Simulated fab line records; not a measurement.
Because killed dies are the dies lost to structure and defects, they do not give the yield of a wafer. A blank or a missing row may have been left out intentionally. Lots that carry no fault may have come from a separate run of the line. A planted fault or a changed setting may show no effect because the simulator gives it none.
fab line records + flow berkeleyCmos170 + part 2 of 2: steps 29 to 41 of 41
[record]
- lots = 5
- wafers = 15
- lastDay = 12
route steps=331 shown NWELL@22 PWELL@34 WELLDRIVE@55 ACTIVE@60
lots with no fault: from the same line, run without faults
startH: hours from the record's first day to the start of the lot's first wafer shown + waitH: how many hours have passed since the lot's step before this one + " as in the row above + L1.1+2: one row covering several wafers at once + - no value, or no start given + * or withheld: withheld + < > ~ a bound
route shown NAME@n: NAME is a module with steps in the file, n the number in the route of the first one + usual: mean/standard deviation taken from wafers without a fault + same: alike in all rows + chamber/n: place in a boat + sites: each site's reading + _std_site: how widely they spread, as a standard deviation + _edge_site: mean of outer sites minus mean of inner sites + radiusMm: for every site, how far away it sits from the centre of the wafer + mask NAME#n: copy n + behind: the most recent tool/chamber to have shaped the wafer + hold: the reason the lot was held/the length of the hold in hours/how it ended + device: the n, p or np transistor that did not switch + end of line: tests of these same wafers at the route's end + where a step has no rows: the recipe by itself + killed: count of dies lost to structure and defects at first sort (not the wafer's yield) + map: per-die view of a wafer (x killed, . not killed, _ where there is no die)
set.NAME: the setting as run; set.NAME@STEP: as run at that earlier step + model.NAME: the simulator's own value behind a step, which no gauge read
lots at some steps of the route; a table a step, a row a wafer
services: when a tool's chamber went out of use (startH, in hours from the record's first day, below 0 if earlier), for how many hours, and the reason
[[steps]]
[step UCB170_PWELL_STRIP_16]
[recipe]
- chemistry = O2
- powerW = 400
- pressureMtorr = 3500
- platenTempC = withheld
- o2FlowSccm = 400
- overashFraction = 0.5
[usual]
- drypumpMotorCurrentA = 5.4/0.33
- oesProductAu = 0.720/0.0044
- stripTimeToEndpointS = 18.06/0.075
[same]
- overashFraction = 0.5
| lot.wafer | tool           | chamber | startH | waitH | drypumpMotorCurrentA | oesProductAu | rfHoursCounterH | stripTimeToEndpointS |
|-----------|----------------|---------|--------|-------|----------------------|--------------|-----------------|----------------------|
| L075.1    | plasmaAsher-01 | 1       | 56.94  | 0.1   | 5.9                  | 0.719        | 27              | 18.13                |
| L075.2    | "              | 0       | "      | "     | 5.0                  | 0.717        | 27              | 18.04                |
| L075.3    | "              | 1       | "      | "     | 5.9                  | 0.719        | -               | 18.16                |
| L085.2    | plasmaAsher-03 | 0       | 100.16 | 0.1   | 5.5                  | 0.715        | 38              | 18.00                |
| L085.3    | "              | 0       | "      | "     | 5.5                  | 0.716        | -               | 18.09                |
| L085.4    | "              | 1       | "      | "     | 5.1                  | 0.718        | -               | 18.01                |
| L089.2    | plasmaAsher-01 | 1       | 127.84 | 0.1   | 5.8                  | 0.717        | 35              | 18.15                |
| L089.3    | "              | 0       | "      | "     | 5.0                  | 0.723        | -               | 18.15                |
| L089.4    | "              | 1       | "      | "     | 5.9                  | 0.719        | -               | 18.14                |
| L093.1    | plasmaAsher-03 | 1       | 142.86 | 0.1   | 5.1                  | 0.716        | 2               | 17.94                |
| L093.2    | "              | 0       | "      | "     | 5.5                  | 0.713        | 2               | 18.04                |
| L093.3    | "              | 0       | "      | "     | 5.5                  | 0.720        | -               | 18.18                |
| L095.1    | plasmaAsher-02 | 0       | 160.24 | 0.1   | 5.4                  | 0.722        | 48              | 18.02                |
| L095.2    | "              | 1       | "      | "     | 5.8                  | 0.722        | 48              | 18.05                |
| L095.4    | "              | 0       | "      | "     | 5.4                  | 0.722        | -               | 18.06                |
[step UCB170_PWELL_TW_MEAS_17]
[usual]
- PWELL_TW = 377.2/2.1
| lot.wafer | tool         | chamber | startH | waitH | PWELL_TW |
|-----------|--------------|---------|--------|-------|----------|
| L075.1    | filmMetro-04 | -       | 57.04  | 0.1   | 375.3    |
| L075.2    | "            | -       | "      | "     | 378.8    |
| L075.3    | "            | -       | "      | "     | 379.3    |
| L085.2    | filmMetro-04 | -       | 100.27 | 0.1   | 372.9    |
| L085.3    | "            | -       | "      | "     | 373.6    |
| L085.4    | "            | -       | "      | "     | 373.8    |
| L089.2    | filmMetro-03 | -       | 127.95 | 0.1   | 378.9    |
| L089.3    | "            | -       | "      | "     | 379.6    |
| L089.4    | "            | -       | "      | "     | 379.6    |
| L093.1    | filmMetro-03 | -       | 142.96 | 0.1   | 379.1    |
| L093.2    | "            | -       | "      | "     | 382.1    |
| L093.3    | "            | -       | "      | "     | 380.9    |
| L095.1    | filmMetro-02 | -       | 160.34 | 0.1   | 376.3    |
| L095.2    | "            | -       | "      | "     | 376.8    |
| L095.4    | "            | -       | "      | "     | 375.3    |
[step UCB170_PWELL_CLEAN_18]
[recipe]
- chemistry = SPM
- tempC = 120
- timeS = 600
[usual]
- bathGuardTempC = 120.1/0.74
| lot.wafer | tool        | chamber | startH | waitH | bathGuardTempC |
|-----------|-------------|---------|--------|-------|----------------|
| L075.1    | wetBench-02 | 3       | 57.10  | 0.1   | 119.6          |
| L075.2    | "           | 3       | "      | "     | 119.8          |
| L075.3    | "           | 3       | "      | "     | 119.8          |
| L085.2    | wetBench-04 | 1       | 100.32 | 0.0   | 120.6          |
| L085.3    | "           | 1       | "      | "     | 120.6          |
| L085.4    | "           | 1       | "      | "     | 120.7          |
| L089.2    | wetBench-01 | 0       | 128.12 | 0.2   | 119.5          |
| L089.3    | "           | 0       | "      | "     | 119.7          |
| L089.4    | "           | 0       | "      | "     | 120.1          |
| L093.1    | wetBench-04 | 2       | 143.04 | 0.1   | 119.9          |
| L093.2    | "           | 2       | "      | "     | 119.4          |
| L093.3    | "           | 2       | "      | "     | 119.0          |
| L095.1    | wetBench-04 | 0       | 160.40 | 0.1   | 121.5          |
| L095.2    | "           | 0       | "      | "     | 121.3          |
| L095.4    | "           | 0       | "      | "     | 121.5          |
[step UCB170_PWELL_WET_ETCH_19]
[recipe]
- chemistry = H3PO4
- target = Si3N4
- tempC = 160
- timeS = 14400
[usual]
- bathGuardTempC = 159.8/0.61
| lot.wafer | tool        | chamber | startH | waitH | bathGuardTempC |
|-----------|-------------|---------|--------|-------|----------------|
| L075.1    | wetBench-02 | 2       | 57.28  | 0.0   | 159.0          |
| L075.2    | "           | 2       | "      | "     | 159.5          |
| L075.3    | "           | 2       | "      | "     | 159.0          |
| L085.2    | wetBench-04 | 1       | 100.67 | 0.2   | 160.6          |
| L085.3    | "           | 1       | "      | "     | 160.6          |
| L085.4    | "           | 1       | "      | "     | 160.2          |
| L089.2    | wetBench-01 | 1       | 128.82 | 0.5   | 159.5          |
| L089.3    | "           | 1       | "      | "     | 159.3          |
| L089.4    | "           | 1       | "      | "     | 159.3          |
| L093.1    | wetBench-04 | 2       | 143.57 | 0.3   | 159.5          |
| L093.2    | "           | 2       | "      | "     | 159.2          |
| L093.3    | "           | 2       | "      | "     | 159.5          |
| L095.1    | wetBench-04 | 1       | 160.92 | 0.3   | 160.7          |
| L095.2    | "           | 1       | "      | "     | 161.0          |
| L095.4    | "           | 1       | "      | "     | 160.2          |
[step UCB170_PWELL_WET_ETCH_20]
[recipe]
- chemistry = BOE
- dilution = 5:1
- target = SiO2
- tempC = 25
- timeS = 22
| lot.wafer  | tool        | chamber | startH | waitH |
|------------|-------------|---------|--------|-------|
| L075.1+2+3 | wetBench-02 | 1       | 61.50  | 0.2   |
| L085.2+3+4 | wetBench-01 | 0       | 104.68 | 0.0   |
| L089.2+3+4 | wetBench-02 | 0       | 132.83 | 0.0   |
| L093.1+2+3 | wetBench-02 | 3       | 147.57 | 0.0   |
| L095.1+2+4 | wetBench-02 | 2       | 165.19 | 0.3   |
[step UCB170_WELLDRIVE_CLEAN_00]
[recipe]
- chemistry = SPM
- tempC = 120
- timeS = 600
[usual]
- bathGuardTempC = 120.1/0.72
| lot.wafer | tool        | chamber | startH | waitH | bathGuardTempC |
|-----------|-------------|---------|--------|-------|----------------|
| L075.1    | wetBench-01 | 2       | 61.76  | 0.2   | 120.0          |
| L075.2    | "           | 2       | "      | "     | 120.3          |
| L075.3    | "           | 2       | "      | "     | 120.7          |
| L085.2    | wetBench-02 | 3       | 104.70 | 0.0   | 120.0          |
| L085.3    | "           | 3       | "      | "     | 119.7          |
| L085.4    | "           | 3       | "      | "     | 119.6          |
| L089.2    | wetBench-01 | 3       | 132.85 | 0.0   | 120.4          |
| L089.3    | "           | 3       | "      | "     | 120.4          |
| L089.4    | "           | 3       | "      | "     | 120.2          |
| L093.1    | wetBench-04 | 1       | 147.59 | 0.0   | 120.3          |
| L093.2    | "           | 1       | "      | "     | 120.9          |
| L093.3    | "           | 1       | "      | "     | 120.7          |
| L095.1    | wetBench-02 | 2       | 165.69 | 0.5   | 119.3          |
| L095.2    | "           | 2       | "      | "     | 119.0          |
| L095.4    | "           | 2       | "      | "     | 119.1          |
[step UCB170_WELLDRIVE_OXIDATION_01]
[recipe]
- tempC = 1100
- ambient = O2
- targetThkA = 1990
- oxTimeS = 9000
| lot.wafer  | tool       | chamber | startH | waitH |
|------------|------------|---------|--------|-------|
| L075.1+2+3 | furnace-01 | 0       | 63.28  | 1.3   |
| L085.2+3+4 | furnace-03 | 0       | 107.05 | 2.2   |
| L089.2+3+4 | furnace-02 | 0       | 135.85 | 2.8   |
| L093.1+2+3 | furnace-01 | 0       | 151.05 | 3.3   |
| L095.1+2+4 | furnace-03 | 0       | 167.93 | 2.1   |
[step UCB170_WELLDRIVE_THK_MEAS_02]
[recipe]
- reads = SiO2_of_WELLDRIVE_OXIDATION_01
[usual]
- WELLDRIVE_OXIDE_THK = 200/3.6
| lot.wafer | tool         | chamber | startH | waitH | WELLDRIVE_OXIDE_THK[nm] |
|-----------|--------------|---------|--------|-------|-------------------------|
| L075.1    | filmMetro-03 | -       | 66.78  | 0.0   | 201                     |
| L075.2    | "            | -       | "      | "     | 201                     |
| L075.3    | "            | -       | "      | "     | 201                     |
| L085.2    | filmMetro-01 | -       | 110.56 | 0.0   | 195                     |
| L085.3    | "            | -       | "      | "     | 192                     |
| L085.4    | "            | -       | "      | "     | 193                     |
| L089.2    | filmMetro-01 | -       | 139.36 | 0.0   | 202                     |
| L089.3    | "            | -       | "      | "     | 198                     |
| L089.4    | "            | -       | "      | "     | 203                     |
| L093.1    | filmMetro-01 | -       | 154.55 | 0.0   | 202                     |
| L093.2    | "            | -       | "      | "     | 203                     |
| L093.3    | "            | -       | "      | "     | 201                     |
| L095.1    | filmMetro-03 | -       | 171.43 | 0.0   | 194                     |
| L095.2    | "            | -       | "      | "     | 191                     |
| L095.4    | "            | -       | "      | "     | 189                     |
[step UCB170_WELLDRIVE_ANNEAL_03]
[recipe]
- tempC = 1100
- timeS = 900
- ambient = N2
| lot.wafer  | tool       | chamber | startH | waitH |
|------------|------------|---------|--------|-------|
| L075.1+2+3 | furnace-01 | 0       | 68.28  | 1.5   |
| L085.2+3+4 | furnace-01 | 0       | 114.05 | 3.5   |
| L089.2+3+4 | furnace-01 | 0       | 142.12 | 2.8   |
| L093.1+2+3 | furnace-01 | 0       | 157.15 | 2.6   |
| L095.1+2+4 | furnace-02 | 0       | 174.93 | 3.5   |
[step UCB170_WELLDRIVE_WET_ETCH_04]
[recipe]
- chemistry = BOE
- dilution = 5:1
- target = SiO2
- tempC = 25
- timeS = 120
| lot.wafer  | tool        | chamber | startH | waitH |
|------------|-------------|---------|--------|-------|
| L075.1+2+3 | wetBench-01 | 2       | 69.83  | 0.3   |
| L085.2+3+4 | wetBench-04 | 1       | 115.48 | 0.2   |
| L089.2+3+4 | wetBench-01 | 1       | 145.66 | 2.3   |
| L093.1+2+3 | wetBench-04 | 1       | 158.40 | 0.0   |
| L095.1+2+4 | wetBench-02 | 3       | 176.18 | 0.0   |
[step UCB170_ACTIVE_CLEAN_00]
[recipe]
- chemistry = SPM
- tempC = 120
- timeS = 600
[usual]
- bathGuardTempC = 119.9/0.58
| lot.wafer | tool        | chamber | startH | waitH | bathGuardTempC |
|-----------|-------------|---------|--------|-------|----------------|
| L075.1    | wetBench-02 | 3       | 71.65  | 1.8   | 119.5          |
| L075.2    | "           | 3       | "      | "     | 119.8          |
| L075.3    | "           | 3       | "      | "     | 119.6          |
| L085.2    | wetBench-04 | 0       | 115.54 | 0.0   | 121.3          |
| L085.3    | "           | 0       | "      | "     | 121.2          |
| L085.4    | "           | 0       | "      | "     | 121.2          |
| L089.2    | wetBench-02 | 3       | 146.13 | 0.4   | 119.3          |
| L089.3    | "           | 3       | "      | "     | 119.6          |
| L089.4    | "           | 3       | "      | "     | 119.3          |
| L093.1    | wetBench-04 | 0       | 158.44 | 0.0   | 121.4          |
| L093.2    | "           | 0       | "      | "     | 121.2          |
| L093.3    | "           | 0       | "      | "     | 121.3          |
| L095.1    | wetBench-02 | 3       | 176.22 | 0.0   | 119.5          |
| L095.2    | "           | 3       | "      | "     | 119.6          |
| L095.4    | "           | 3       | "      | "     | 119.6          |
[step UCB170_ACTIVE_CLEAN_01]
[recipe]
- chemistry = dHF
- dilution = 25:1
- timeS = 60
| lot.wafer  | tool        | chamber | startH | waitH |
|------------|-------------|---------|--------|-------|
| L075.1+2+3 | wetBench-04 | 0       | 72.95  | 1.1   |
| L085.2+3+4 | wetBench-04 | 3       | 115.92 | 0.2   |
| L089.2+3+4 | wetBench-02 | 3       | 146.51 | 0.2   |
| L093.1+2+3 | wetBench-04 | 1       | 158.62 | 0.0   |
| L095.1+2+4 | wetBench-04 | 0       | 176.40 | 0.0   |
[step UCB170_ACTIVE_OXIDATION_02]
[recipe]
- tempC = 1000
- ambient = O2
- targetThkA = 264
- oxTimeS = 1260
| lot.wafer  | tool       | chamber | startH | waitH |
|------------|------------|---------|--------|-------|
| L075.1+2+3 | furnace-04 | 0       | 75.45  | 2.5   |
| L085.2+3+4 | furnace-03 | 0       | 119.72 | 3.8   |
| L089.2+3+4 | furnace-01 | 0       | 149.70 | 3.2   |
| L093.1+2+3 | furnace-01 | 0       | 161.23 | 2.6   |
| L095.1+2+4 | furnace-03 | 0       | 180.70 | 4.3   |
[[services]]
| tool           | chamber | startH | hours | kind   |
|----------------|---------|--------|-------|--------|
| plasmaAsher-01 | -       | 16.26  | 0.5   | repair |
| plasmaAsher-01 | -       | 17.43  | 9.0   | repair |
| rieDiel-02     | -       | 29.29  | 0.7   | repair |
| krfScanner-01  | -       | 32.46  | 1.3   | pm     |
| krfScanner-02  | -       | 48.28  | 1.3   | pm     |
| rieDiel-02     | -       | 52.56  | 0.1   | repair |
| furnace-04     | -       | 61.58  | 3.9   | pm     |
| krfScanner-01  | -       | 66.51  | 0.5   | repair |
| furnace-03     | -       | 67.40  | 4.4   | pm     |
| krfScanner-01  | -       | 70.43  | 0.4   | repair |
| furnace-02     | -       | 71.68  | 3.3   | pm     |
| implanter-04   | -       | 74.68  | 3.4   | repair |
| wetBench-01    | -       | 75.03  | 2.4   | repair |
| krfScanner-02  | -       | 85.04  | 1.0   | pm     |
| rieDiel-03     | 0       | 88.93  | 7.9   | repair |
| furnace-04     | -       | 96.35  | 5.4   | pm     |
| furnace-03     | -       | 99.69  | 3.3   | pm     |
| implanter-04   | -       | 103.29 | 0.7   | repair |
| rieDiel-03     | -       | 112.37 | 2.0   | repair |
| krfScanner-02  | -       | 122.36 | 2.9   | repair |
| krfScanner-01  | -       | 125.38 | 1.0   | pm     |
| implanter-02   | -       | 130.68 | 0.5   | repair |
| rieDiel-03     | 0       | 134.44 | 8.9   | repair |
| furnace-01     | -       | 162.58 | 3.2   | pm     |
